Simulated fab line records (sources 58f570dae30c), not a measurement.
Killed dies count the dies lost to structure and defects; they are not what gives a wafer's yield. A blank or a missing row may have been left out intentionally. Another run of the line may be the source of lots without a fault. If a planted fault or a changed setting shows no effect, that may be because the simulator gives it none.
Which tool was responsible?	flow berkeley_cmos170	Sampling: 14 lots, 42 wafers, 4 of 331 route steps

== WHAT THE GAUGES SHOWED, per wafer ==
UCB170_WELLDRIVE_THK_MEAS_02.
lot	measured	on	WELLDRIVE_OXIDE_THK (nm)
L648	day 3 18:48	film_metro-03	200 199 203
L649	day 4 00:53	film_metro-04	199 199 197
L647	day 4 00:55	film_metro-02	204 202 203
L650	day 4 14:22	film_metro-04	201 200 201
L652	day 4 14:26	film_metro-04	201 200 201
L653	day 5 03:34	film_metro-03	201 203 206
L656	day 5 16:55	film_metro-02	198 197 196
L659	day 6 03:25	film_metro-03	195 196 195
L662	day 6 23:22	film_metro-04	205 203 201
L661	day 6 23:23	film_metro-02	197 200 198
L668	day 8 01:47	film_metro-02	201 207 205
L666	day 8 01:52	film_metro-04	202 203 204
L669	day 8 16:50	film_metro-04	193 197 195
L670	day 8 16:50	film_metro-02	203 200 198

UCB170_ACTIVE_CD_MEAS_13 targets a cd of 1200 nm.
lot	measured	on	cd_nm (nm)
L648	day 4 16:14	cd_sem-01	1200.5 1201.1 1201.6
L649	day 5 00:37	cd_sem-01	1200.9 1200.0 1199.9
L647	day 5 00:42	cd_sem-02	1200.8 1200.6 1199.9
L650	day 5 07:26	cd_sem-01	1200.1 1199.1 1200.5
L652	day 5 07:35	cd_sem-02	1199.2 1198.0 1198.7
L653	day 5 23:40	cd_sem-01	1199.2 1201.5 1202.6
L656	day 6 13:07	cd_sem-01	1199.1 1199.4 1197.7
L659	day 7 05:02	cd_sem-02	1198.7 1200.5 1200.6
L662	day 7 16:35	cd_sem-02	1202.8 1203.5 1202.3
L661	day 7 16:05	cd_sem-01	1199.2 1200.2 1199.6
L668	day 8 22:15	cd_sem-01	1198.5 1198.8 1199.4
L666	day 8 21:55	cd_sem-01	1200.7 1201.6 1200.2
L669	day 9 15:26	cd_sem-01	1198.6 1197.5 1198.3
L670	day 9 15:13	cd_sem-01	1198.8 1198.3 1199.0

UCB170_V2_CD_MEAS_90 targets a cd of 700 nm.
lot	measured	on	cd_nm (nm)
L648	day 8 08:26	cd_sem-02	699.8 701.7 699.7
L649	day 9 04:48	cd_sem-01	701.0 700.3 700.0
L647	day 9 04:28	cd_sem-02	701.5 701.5 699.8
L650	day 9 02:47	cd_sem-01	703.0 699.2 700.5
L652	day 9 03:59	cd_sem-01	700.5 699.0 700.6
L653	day 9 19:25	cd_sem-01	699.3 700.5 698.8
L656	day 10 10:04	cd_sem-02	698.1 700.4 698.6
L659	day 10 21:56	cd_sem-02	701.2 701.8 698.7
L662	day 11 13:28	cd_sem-01	697.2 696.6 698.9
L661	day 11 13:05	cd_sem-02	702.3 700.6 701.6
L668	day 12 20:07	cd_sem-02	702.0 699.9 700.9
L666	day 12 19:17	cd_sem-02	700.6 699.4 700.3
L669	day 13 10:01	cd_sem-02	699.5 698.5 700.3
L670	day 13 08:40	cd_sem-02	700.3 702.4 701.5

== TOOL THAT RAN EACH LOT (tool first, then ch and the chambers of the sampled wafers, then the start) ==
lot	UCB170_PVT_STRIP_08
L648	plasma_asher-02 ch 0,1, day 6 02:31
L649	plasma_asher-01 ch 0,1, day 7 00:41
L647	plasma_asher-03 ch 0,1, day 7 00:38
L650	plasma_asher-03 ch 0,1, day 6 23:46
L652	plasma_asher-01 ch 0,1, day 7 00:06
L653	plasma_asher-01 ch 0,1, day 7 19:25
L656	plasma_asher-03 ch 0, day 8 04:34
L659	plasma_asher-01 ch 0,1, day 8 16:50
L662	plasma_asher-03 ch 0,1, day 9 06:01
L661	plasma_asher-02 ch 0,1, day 9 05:47
L668	plasma_asher-03 ch 0,1, day 10 18:26
L666	plasma_asher-02 ch 0, day 10 18:10
L669	plasma_asher-02 ch 0,1, day 11 05:44
L670	plasma_asher-01 ch 0,1, day 11 05:58
- UCB170_PVT_STRIP_08: strips in O2.

== WHAT THE TOOLS THEMSELVES READ (means of the sampled wafers that have a number; where no wafer has one, the mark that the record gives instead) ==
UCB170_PVT_STRIP_08.
lot	tool	drypump_motor_current_A (A)	oes_product_au (a.u.)	strip_time_to_endpoint_s (s)
L648	plasma_asher-02	6.0	0.733	21.83
L649	plasma_asher-01	5.8	0.727	21.74
L647	plasma_asher-03	5.6	0.729	21.82
L650	plasma_asher-03	5.6	0.728	21.72
L652	plasma_asher-01	5.8	0.732	21.90
L653	plasma_asher-01	5.8	0.731	21.71
L656	plasma_asher-03	5.6	0.730	21.71
L659	plasma_asher-01	5.8	0.731	21.77
L662	plasma_asher-03	5.6	0.731	21.91
L661	plasma_asher-02	6.2	0.733	21.83
L668	plasma_asher-03	5.6	0.731	21.73
L666	plasma_asher-02	6.3	0.728	21.86
L669	plasma_asher-02	6.2	0.733	21.83
L670	plasma_asher-01	5.5	0.734	21.76

== THE ANSWER, worked out from the rows above alone ==
Rule: usual is defined by the lots themselves. The widest of any qualifying gaps counts: lots, ordered by their means at a reading, are off when they make up no more than a third of the lots, leave a main group of 4 or more, and stand apart from it by 3 or more times the standard deviation of that group's means. If all means in a main group match to the digits the tables above print for the reading, that group is not used. Also off: a lot with no number at a reading for which 4 or more lots have one. Where the step has rows for the other lots, those lots are counted as sound. Order of review: gauges by route order, followed by the tools' own readings, for which a lot's mean as printed above is used. At the first step where some lot is off, the reading lying furthest off is the one used; lots without a number count as furthest.
No lot is off at any reading shown: from this, nothing can be told.

== WHAT THE SIMULATOR HAD PUT IN ==
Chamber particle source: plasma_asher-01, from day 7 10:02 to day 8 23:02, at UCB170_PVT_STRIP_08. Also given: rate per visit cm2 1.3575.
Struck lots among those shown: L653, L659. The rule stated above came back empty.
